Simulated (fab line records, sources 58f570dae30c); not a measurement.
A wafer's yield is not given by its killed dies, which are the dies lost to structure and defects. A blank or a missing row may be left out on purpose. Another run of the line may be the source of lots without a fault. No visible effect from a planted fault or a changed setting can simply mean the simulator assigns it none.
Which tool did it? | flow berkeleyCmos170 | 7 lots, 21 wafers sampled, at 1 step of a route of 331

WHAT EACH GAUGE READ, for each wafer
UCB170_PWELL_THK_MEAS_03.
lot  | measured    | on           | PWELL_OXIDE_THK (nm)
L487 | day 3 03:18 | filmMetro-03 | 27.0 27.1 27.0
L488 | day 3 14:17 | filmMetro-01 | 26.2 26.4 26.4
L492 | day 4 04:12 | filmMetro-01 | 25.9 26.5 26.0
L493 | day 4 15:31 | filmMetro-01 | 25.5 25.6 25.3
L504 | day 6 23:57 | filmMetro-04 | 26.9 26.7 27.2
L506 | day 7 11:50 | filmMetro-04 | 25.7 25.5 25.9
L508 | day 7 21:40 | filmMetro-01 | 25.7 26.2 26.3

TOOL THAT RAN EACH LOT (tool first, then ch and the chambers of the sampled wafers, then the start)
Record: no process step prior to these readings.

THE ANSWER, worked out from the rows above alone
Rule: the lots themselves supply what counts as usual. The widest of any qualifying gaps counts: lots, ordered by their means at a reading, are off when they make up no more than a third of the lots, leave a main group of 4 or more, and stand apart from it by 3 or more times the standard deviation of that group's means. A main group whose means are all the same, to the digits that the tables above print for the reading, isn't used. Also off: a lot with no number at a reading for which 4 or more lots have one. All remaining lots with rows at the step are treated as sound.
None of the lots is off at any reading shown; this tells nothing.

WHAT THE SIMULATOR HAD PUT IN
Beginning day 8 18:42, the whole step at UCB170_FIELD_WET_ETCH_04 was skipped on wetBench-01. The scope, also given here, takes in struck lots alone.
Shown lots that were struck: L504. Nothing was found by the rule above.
